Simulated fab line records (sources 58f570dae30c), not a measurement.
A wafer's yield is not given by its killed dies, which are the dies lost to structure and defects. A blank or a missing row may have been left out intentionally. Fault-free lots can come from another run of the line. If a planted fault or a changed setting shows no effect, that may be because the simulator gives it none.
Chamber matching    flow berkeleyCmos170    4 sister chambers for UCB170_M2_ETCH_17 on rieDiel-01
The step etches BARC in N2/H2. 16 wafers are shown with their chamber, then 8 later ones without.

EACH WAFER AND ITS CHAMBER
wafer   chamber  throttleValvePct (%)  drypumpMotorCurrentA (A)  oesProductAu (a.u.)
L411.2  0        13.02                 5.9                       0.992
L411.3  3        13.29                 5.3                       0.980
L411.6  0        13.05                 5.9                       0.996
L414.1  0        13.04                 5.9                       1.006
L414.2  2        13.44                 5.7                       1.029
L414.5  0        13.04                 5.9                       0.998
L422.2  3        13.29                 5.4                       0.985
L422.3  1        12.96                 5.3                       0.985
L422.5  1        12.97                 5.3                       0.988
L424.1  0        13.05                 5.9                       0.995
L424.2  3        13.29                 5.4                       0.980
L424.3  1        12.97                 5.3                       0.985
L426.1  0        13.06                 5.9                       1.000
L426.2  3        13.29                 5.4                       1.001
L426.3  1        12.99                 5.3                       0.990
L433.2  3        13.29                 5.4                       0.987

SIGNATURES, as means of the wafers listed above
reading               chamber 0  chamber 1  chamber 2  chamber 3  scatter within a chamber
throttleValvePct      13.0433    12.9725    13.4400    13.2900    0.0108
drypumpMotorCurrentA  5.900      5.300      5.700      5.380      0.0258
oesProductAu          0.99783    0.98700    1.02900    0.98660    0.006
Rule: a wafer lies at a distance from a chamber equal to the root of the sum of squares, over the readings, of (its reading less the chamber's mean, divided by the reading's scatter). The wafer belongs to the nearest chamber; if the next one is less than 2 further off, it can't be placed. The scatter is the square root of a quotient: the sum, over the shown wafers, of each reading's squared deviation from its chamber's mean, divided by wafers minus chambers.

WAFERS WHOSE CHAMBER IS MISSING
wafer   throttleValvePct (%)  drypumpMotorCurrentA (A)  oesProductAu (a.u.)
L433.3  13.04                 5.9                       1.001
L433.4  13.44                 5.7                       1.015
L432.1  13.06                 5.9                       0.995
L432.3  13.30                 5.4                       0.990
L432.5  13.06                 5.9                       1.006
L434.2  13.04                 5.9                       1.005
L434.3  13.30                 5.4                       0.991
L434.6  12.97                 5.3                       0.992

WHICH CHAMBER EACH WENT THROUGH
wafer   from the rows above  in truth
L433.3  0                    0
L433.4  2                    2
L432.1  0                    0
L432.3  3                    3
L432.5  0                    0
L434.2  0                    0
L434.3  3                    3
L434.6  1                    1
Placed correctly: 8 of 8. Can't be placed from these rows: 0. Placed wrongly: 0.
